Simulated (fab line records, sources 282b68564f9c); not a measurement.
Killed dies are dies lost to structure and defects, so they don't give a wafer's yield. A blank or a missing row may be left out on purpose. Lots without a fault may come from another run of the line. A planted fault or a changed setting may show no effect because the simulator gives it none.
fab line records | flow rit_cmos
record lots=14 wafers=42 last_day=8
route steps=202 shown PLDD@122
lots that met no fault: from a run of the same line without faults
start_h: hours from the record's first day to the start of the lot's first wafer shown | wait_h: hours since the lot's step before | " the same as in the row above | L1.1+2: a row that stands for several wafers | - no value, or no start given | * or withheld: withheld | < > ~ a bound
route shown NAME@n: a module of which the file shows steps, and the number in the route of the first | usual: mean/standard deviation of fault-free wafers | same: alike in all rows | chamber/n: place in a boat | sites: the reading at each site | _std_site: their standard deviation | _edge_site: outer sites' mean less inner sites' | radius_mm: how far each site lies from the wafer's centre | mask NAME#n: copy n | behind: the tool/chamber that last shaped the wafer | hold: why the lot was held/for how many hours/how that ended | device: the transistor (n, p or np) that didn't switch | end of line: the same wafers' tests at the end of the route | a step without rows: its recipe alone | killed: dies lost to structure and defects at the first sort, not the wafer's yield | map: a wafer's dies, x killed, . not, _ none there
set.NAME: the setting as run; set.NAME@STEP: as run at that earlier step | model.NAME: the simulator's own value behind a step, which no gauge read
steps of the route over a sample of lots; a table a step, a row a wafer
services: from which hour (start_h, from the record's first day; less than 0 if before it) a tool's chamber was out of use, for how many hours, and why
## steps
# step RIT_PLDD_IMPLANT_08
# recipe species=BF2 energy_kev=20 dose_cm2=9e+14 tilt_deg=7
# usual dose_ions_cm2=8.999e+14/9.7e+11 end_station_pressure_torr=7.3e-06/3.8e-07 faraday_current_uA=2830/60
# columns lot.wafer tool chamber start_h wait_h dose_ions_cm2 end_station_pressure_torr faraday_current_uA
L407.3 implanter-03 0 47.76 0.1 8.99e+14 7.2e-06 2826
L407.4 " 0 " " 8.994e+14 6.9e-06 2732
L407.6 " 0 " " 8.995e+14 7.1e-06 2741
L408.2 implanter-03 0 54.87 0.1 8.99e+14 7e-06 2947
L408.4 " 0 " " 9.01e+14 8e-06 2825
L408.6 " 0 " " 9.008e+14 7.1e-06 2906
L409.1 implanter-03 0 58.56 0.1 8.992e+14 7.3e-06 2792
L409.3 " 0 " " 9.007e+14 6.7e-06 2748
L409.6 " 0 " " 8.998e+14 7.8e-06 2839
L410.1 implanter-03 0 61.60 0.1 9.013e+14 7.6e-06 2931
L410.3 " 0 " " 8.998e+14 8.1e-06 2844
L410.6 " 0 " " 9.006e+14 6.7e-06 2885
L411.1 implanter-04 0 73.81 0.1 9e+14 7.2e-06 2807
L411.5 " 0 " " 8.997e+14 6.9e-06 2821
L411.6 " 0 " " 9.006e+14 7.3e-06 2759
L414.2 implanter-04 0 84.50 0.1 9.001e+14 7e-06 2946
L414.3 " 0 " " 8.991e+14 7.2e-06 2804
L414.4 " 0 " " 8.998e+14 7e-06 2722
L416.3 implanter-03 0 102.83 0.1 1.7405e+15 9.6e-06 5392
L416.4 " 0 " " 1.7402e+15 9.4e-06 5727
L416.6 " 0 " " 1.7408e+15 9.4e-06 5394
L418.2 implanter-03 0 104.50 0.1 1.7416e+15 9.9e-06 5533
L418.3 " 0 " " 1.7396e+15 8.8e-06 5416
L418.6 " 0 " " 1.7416e+15 9.6e-06 5404
L424.3 implanter-01 0 134.88 0.1 9.007e+14 7.5e-06 2840
L424.4 " 0 " " 8.996e+14 6.8e-06 2775
L424.5 " 0 " " 8.995e+14 7.4e-06 2801
L425.1 implanter-01 0 139.49 0.1 8.986e+14 6.9e-06 2715
L425.4 " 0 " " 9e+14 6.8e-06 2750
L425.5 " 0 " " 8.984e+14 7e-06 2730
L426.1 implanter-01 0 145.30 0.1 8.998e+14 7e-06 2804
L426.2 " 0 " " 8.986e+14 7.1e-06 2753
L426.3 " 0 " " 8.993e+14 7.1e-06 2872
L428.1 implanter-01 0 160.55 0.1 9.001e+14 7e-06 2794
L428.3 " 0 " " 8.986e+14 6.7e-06 2818
L428.5 " 0 " " 9.001e+14 7.1e-06 2880
L429.1 implanter-01 0 164.29 0.1 9.002e+14 7.7e-06 2851
L429.2 " 0 " " 8.983e+14 7.4e-06 2924
L429.4 " 0 " " 8.987e+14 7.4e-06 2757
L430.1 implanter-01 0 167.14 0.1 9.013e+14 7.1e-06 2860
L430.2 " 0 " " 8.995e+14 7.4e-06 2907
L430.6 " 0 " " 9.003e+14 7.3e-06 2867
# step RIT_PLDD_TW_MEAS_10
# usual PLDD_TW=2348/21
# columns lot.wafer tool chamber start_h wait_h PLDD_TW
L407.3 film_metro-02 - 48.06 0.1 2321
L407.4 " - " " 2328
L407.6 " - " " 2327
L408.2 film_metro-01 - 55.18 0.1 2366
L408.4 " - " " 2358
L408.6 " - " " 2371
L409.1 film_metro-01 - 58.88 0.1 2356
L409.3 " - " " 2356
L409.6 " - " " 2365
L410.1 film_metro-02 - 61.93 0.1 2337
L410.3 " - " " 2340
L410.6 " - " " 2333
L411.1 film_metro-02 - 74.13 0.1 2330
L411.5 " - " " 2342
L411.6 " - " " 2329
L414.2 film_metro-02 - 84.81 0.1 2329
L414.3 " - " " 2342
L414.4 " - " " 2337
L416.3 film_metro-02 - 103.12 0.1 2717
L416.4 " - " " 2700
L416.6 " - " " 2716
L418.2 film_metro-01 - 104.81 0.1 2754
L418.3 " - " " 2762
L418.6 " - " " 2764
L424.3 film_metro-03 - 135.18 0.1 2335
L424.4 " - " " 2332
L424.5 " - " " 2335
L425.1 film_metro-01 - 139.81 0.1 2379
L425.4 " - " " 2369
L425.5 " - " " 2369
L426.1 film_metro-01 - 145.62 0.1 2384
L426.2 " - " " 2382
L426.3 " - " " 2373
L428.1 film_metro-01 - 160.87 0.1 2366
L428.3 " - " " 2367
L428.5 " - " " 2370
L429.1 film_metro-02 - 164.61 0.1 2340
L429.2 " - " " 2334
L429.4 " - " " 2336
L430.1 film_metro-01 - 167.46 0.1 2379
L430.2 " - " " 2374
L430.6 " - " " 2370
# step RIT_SDANNEAL_RS_MEAS_06
# recipe thk_meas_gauge=four-point-probe
# usual PLDD_RS=178.6/0.46
# columns lot.wafer tool chamber start_h wait_h PLDD_RS[ohm/sq]
L407.3 film_metro-01 - 54.63 0.1 178.4
L407.4 " - " " 179.2
L407.6 " - " " 179.0
L408.2 film_metro-01 - 62.11 0.1 178.4
L408.4 " - " " 178.5
L408.6 " - " " 178.4
L409.1 film_metro-01 - 66.82 0.1 179.2
L409.3 " - " " 179.2
L409.6 " - " " 178.7
L410.1 film_metro-02 - 68.48 0.1 178.1
L410.3 " - " " 178.4
L410.6 " - " " 177.8
L411.1 film_metro-01 - 81.72 0.1 178.3
L411.5 " - " " 178.6
L411.6 " - " " 177.8
L414.2 film_metro-03 - 90.94 0.1 178.2
L414.3 " - " " 178.3
L414.4 " - " " 178.4
L416.3 film_metro-03 - 109.61 0.1 152.5
L416.4 " - " " 153.4
L416.6 " - " " 152.5
L418.2 film_metro-03 - 111.42 0.1 152.8
L418.3 " - " " 152.6
L418.6 " - " " 152.6
L424.3 film_metro-01 - 141.40 0.1 178.9
L424.4 " - " " 178.6
L424.5 " - " " 178.9
L425.1 film_metro-02 - 146.21 0.1 178.8
L425.4 " - " " 178.8
L425.5 " - " " 178.8
L426.1 film_metro-01 - 152.03 0.1 178.2
L426.2 " - " " 178.3
L426.3 " - " " 178.2
L428.1 film_metro-02 - 166.97 0.1 178.9
L428.3 " - " " 178.7
L428.5 " - " " 179.0
L429.1 film_metro-02 - 170.94 0.1 178.4
L429.2 " - " " 178.3
L429.4 " - " " 178.0
L430.1 film_metro-03 - 174.50 0.1 178.2
L430.2 " - " " 178.1
L430.6 " - " " 177.6
## services
# columns tool chamber start_h hours kind
implanter-01 - 111.06 7.1 pm
implanter-03 - 114.12 2.9 pm
implanter-01 - 146.34 4.8 pm
## key
first_sign step=RIT_PLDD_IMPLANT_08 reading=dose_ions_cm2 direction=up sigmas=99+ usual=8.999e+14 struck=1.7407e+15
effect step=RIT_PLDD_IMPLANT_08 reading=faraday_current_uA direction=up sigmas=44 usual=2830 struck=5478
effect step=RIT_PLDD_TW_MEAS_10 reading=PLDD_TW direction=up sigmas=18 usual=2348 struck=2735
effect step=RIT_SDANNEAL_RS_MEAS_06 reading=PLDD_RS direction=down sigmas=56 usual=178.6 struck=152.7
met_at RIT_PLDD_IMPLANT_08
struck_lots L416,L418
tester_left_out L416,L418
onset_between 61.60 102.83
fault kind=process_parameter_drift tool=implanter-03 chamber=- onset_h=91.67 steps=RIT_PLDD_IMPLANT_08 channel=dose_cm2 offset=8.4146e+14 shape=step end_h=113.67 acts_in=these_recipes_only stated=9e+14
# tester_left_out: of these lots the tester's yield and bins aren't shown, on N5 and GAA mostly nor the transistor test; their killed dies are dies lost to structure and defects alone, not to doping, threshold or leakage, so they don't give the yield
